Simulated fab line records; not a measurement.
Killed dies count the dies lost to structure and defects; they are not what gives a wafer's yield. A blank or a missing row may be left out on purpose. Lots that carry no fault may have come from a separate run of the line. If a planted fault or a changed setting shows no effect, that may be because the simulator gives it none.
A struck lot beside a sound one	flow berkeley-cmos170	15 steps out of a route of 331
Sound: these wafers, L643.1, L643.5, L643.6. Struck: wafer L656.1 (L656.2, L656.3, from the same lot, were not struck and are left out); the cause is given at the end.
At each step with rows: each side's tool, then ch and its chambers, then its first start. Under that, the readings that differ: sound wafers	struck wafers	difference of the means	sigmas: that difference in standard deviations of wafers without a fault.
alike: readings whose means differ by less than 2 such deviations, and words and numbers that are the same on both sides. not compared: withheld readings, readings that some wafer has no value for, bounds like >300 that may hide the same value, and numbers for which the record gives no deviation and whose values overlap.
The two part at a step that has a row with sigmas, a row that says differs or no value, or rows on one side only. Numbers that have no deviation but don't overlap get no sigmas and don't part them. A reading missing from all wafers of one side parts the sides only when that side holds two or more wafers.

first, 1 step without rows for these wafers: UCB170_CONTACT_SOFTBAKE_05 (time 60 s).
UCB170_CONTACT_STRIP_06: strips in O2.
  sound on plasma-asher-02 ch 0,1, day 6 20:16; struck on plasma-asher-03 ch 0, day 9 12:38
  alike: chamber-pressure-mTorr, drypump-motor-current-A, oes-product-au, strip-time-to-endpoint-s
  not compared: rf-hours-counter-h
then, 1 step without rows for these wafers: UCB170_CONTACT_CLEAN_07 (cleans in SPM, time 600 s).
UCB170_CONTACT_RTA_08: time 10 s.
  sound on rtp-anneal-02 ch 0, day 6 20:34; struck on rtp-anneal-02 ch 0, day 9 12:56
  alike: lamp-power-pct, wafer_temp_C_max
then, 6 steps without rows for these wafers: UCB170_CONTACT_COAT_09; UCB170_CONTACT_COAT_10 (resist thk 900 nm); UCB170_CONTACT_SOFTBAKE_11 (time 60 s); UCB170_CONTACT_EXPOSE_12 (exposes mask CONT, target cd 700 nm); UCB170_CONTACT_PEB_13; UCB170_CONTACT_DEVELOP_14 (develop time 45 s).
UCB170_CONTACT_CD_MEAS_15 targets a cd of 700 nm.
  struck on cd-sem-01, day 9 15:26; sound on cd-sem-01, day 6 22:02
reading	sound	struck	difference	sigmas
cd-nm (nm)	701.0 700.3 702.1	698.9	-2.2	-2
UCB170_CONTACT_OVL_MEAS_16:
  struck on overlay-01, day 9 15:34; sound on overlay-01, day 6 22:10
  alike: CONTACT_OVL
UCB170_CONTACT_ETCH_17: etches BARC in N2/H2.
  sound on rie-diel-02 ch 0,2,3, day 6 22:12; struck on rie-diel-02 ch 1, day 9 15:36
reading	sound	struck	difference	sigmas
chamber-pressure-mTorr (mTorr)	29.985 30.000 29.964	35.964	+5.981	+99 or more
  alike: drypump-motor-current-A, oes-product-au, throttle-valve-pct
UCB170_CONTACT_ETCH_18: etches PSG in CHF3/CF4/Ar, stops on TiSi2, target depth 840 nm, time 195 s.
  sound on rie-diel-02 ch 0,2,3; struck on rie-diel-02 ch 1
  alike: chamber-pressure-mTorr, drypump-motor-current-A, oes-product-au, throttle-valve-pct
  not compared: rf-hours-counter-h
UCB170_M3_PROBE_99:
  record: rows for the struck wafers here (prober-02, day 10 10:08), none for the sound ones

## WHERE THEY PART
Earliest at UCB170_CONTACT_CD_MEAS_15; latest, in this record, at UCB170_M3_PROBE_99.

WHY: whatever the simulator had introduced
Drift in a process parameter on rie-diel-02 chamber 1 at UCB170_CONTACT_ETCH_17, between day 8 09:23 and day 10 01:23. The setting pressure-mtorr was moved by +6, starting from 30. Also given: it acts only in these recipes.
